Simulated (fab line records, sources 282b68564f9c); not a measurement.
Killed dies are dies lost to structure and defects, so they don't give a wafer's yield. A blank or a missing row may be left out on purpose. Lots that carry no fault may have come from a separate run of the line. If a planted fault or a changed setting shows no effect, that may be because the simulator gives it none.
A struck lot beside a sound one || flow ritCmos || 17 steps out of a route of 202
Sound: wafers L531.1, L531.5, L531.6. Wafers struck: L533.2, L533.3, L533.5. The cause comes at the end.
For every step that has rows: the tool of each side, followed by ch and its chambers, followed by its first start. Under that, the readings that differ: sound wafers || struck wafers || difference of the means || sigmas: that difference in standard deviations of wafers without a fault.
alike: same words and numbers on both sides, and readings whose means sit less than 2 such deviations apart. not compared: any withheld reading, any reading some wafer has no value for, any bound like >300 that may hide the same value, and any number with overlapping values for which the record gives no deviation.
The two part at a step that has a row with sigmas, a row that says differs or no value, or rows on one side only. Numbers that have no deviation but don't overlap get no sigmas and don't part them. Lack of a reading on every wafer of one side parts them only where that side has two or more wafers.

first, 1 step without rows for these wafers: RIT_PRETRO_DEVELOP_05 (develop time 68 s).
RIT_PRETRO_OVL_MEAS_06:
  sound on overlay-01, day 3 13:42; struck on overlay-01, day 3 22:38
  alike: PRETRO_OVL
then, 2 steps without rows for these wafers: RIT_PRETRO_HARDBAKE_07 (time 120 s); RIT_PRETRO_IMPLANT_08.
RIT_PRETRO_STRIP_09: strips in O2, time 180 s.
  sound on plasmaAsher-01 ch 0,1, day 3 14:08; struck on plasmaAsher-01 ch 0,1, day 3 23:04
  alike: drypumpMotorCurrentA
  not compared: rfHoursCounterH
RIT_PRETRO_TW_MEAS_10:
  sound on filmMetro-02, day 3 14:19; struck on filmMetro-01, day 3 23:16
  alike: PRETRO_TW
then, 5 steps without rows for these wafers: RIT_GATE_WET_ETCH_00 (etches SiO2 in BOE, target depth 56 nm, time 60 s); RIT_GATE_CLEAN_01 (cleans in SC1, time 600 s); RIT_GATE_CLEAN_02 (cleans in dHF, time 30 s); RIT_GATE_CLEAN_03 (cleans in SC2, time 600 s); RIT_GATE_CLEAN_04 (cleans in dHF, time 60 s).
RIT_FOX2_THK_MEAS_91:
  sound on filmMetro-04, day 3 14:49; struck on filmMetro-04, day 3 23:45
  alike: FIELD_OXIDE_LEFT_2_THK
RIT_GATE_OXIDATION_05: target thk 3 nm, ox time 270 s.
  sound on furnace-02 ch 0, day 3 15:27; struck on furnace-02 ch 0, day 3 23:48
{"reading": "oxTimeS (s)", "sound": "270 270 270", "struck": "324 324 324", "difference": "+54", "sigmas": ""}
{"reading": "model.SiO2_of_GATE_OXIDATION_05.thkNm (nm)", "sound": "2.93 2.92 2.958", "struck": "3.484 3.478 3.461", "difference": "+0.538", "sigmas": ""}
  alike: spikeTcSourceC, tubeCenterTempC, tube_center_temp_C_max, zonePowerSourcePct
then, 1 step without rows for these wafers: RIT_GATE_ANNEAL_06 (time 600 s).
RIT_GATE_THK_MEAS_07:
  sound on filmMetro-03, day 3 16:47; struck on filmMetro-01, day 4 02:27
{"reading": "GATE_OXIDE_THK (nm)", "sound": "2.96 2.93 2.96", "struck": "3.49 3.57 3.48", "difference": "+0.56", "sigmas": "+9"}
then, 1 step without rows for these wafers: RIT_GATE_CVD_08 (deposits poly-Si from SiH4, target thk 250 nm, time 2220 s).
RIT_M1_PROBE_99:
  sound on prober-01, day 4 15:37; struck on prober-01, day 5 01:16
{"reading": "model.etest.pmos_0p3.rOnOhmUm", "sound": "6297 6346 6328", "struck": "7213 7248 7176", "difference": "+889", "sigmas": ""}
{"reading": "model.etest.pmosTurned.rOnOhmUm", "sound": "3564 3527 3523", "struck": "3967 3996 3943", "difference": "+431", "sigmas": ""}
{"reading": "model.etest.pmos_0p15.rOnOhmUm", "sound": "2840 2809 2816", "struck": "3150 3163 3140", "difference": "+329", "sigmas": ""}
{"reading": "model.etest.nmos_0p3.rOnOhmUm", "sound": "2099 2114 2109", "struck": "2341 2336 2334", "difference": "+230", "sigmas": ""}
{"reading": "model.etest.nmos_0p15.rOnOhmUm", "sound": "1100 1099 1099", "struck": "1183 1190 1170", "difference": "+82", "sigmas": ""}
{"reading": "model.etest.nmos_0p15.driveUaUm", "sound": "477.5 494.7 482.4", "struck": "417.2 414.8 419.7", "difference": -67.6, "sigmas": ""}
{"reading": "model.etest.nmosNarrow.driveUaUm", "sound": "236 237.8 232.9", "struck": "189.9 192 190.3", "difference": -44.8, "sigmas": ""}
{"reading": "model.etest.nmos_0p3.driveUaUm", "sound": "233.4 236.8 230.8", "struck": "190.3 189.7 192.4", "difference": -42.9, "sigmas": ""}
  alike: killedAtContacts, killedAtFrontEnd, killedDies, killedOpen, killedShort

WHERE THEY PART
Only at RIT_GATE_THK_MEAS_07, within this record. Later steps at which nothing parts them and some readings are alike: RIT_M1_PROBE_99.

WHY: whatever the simulator had introduced
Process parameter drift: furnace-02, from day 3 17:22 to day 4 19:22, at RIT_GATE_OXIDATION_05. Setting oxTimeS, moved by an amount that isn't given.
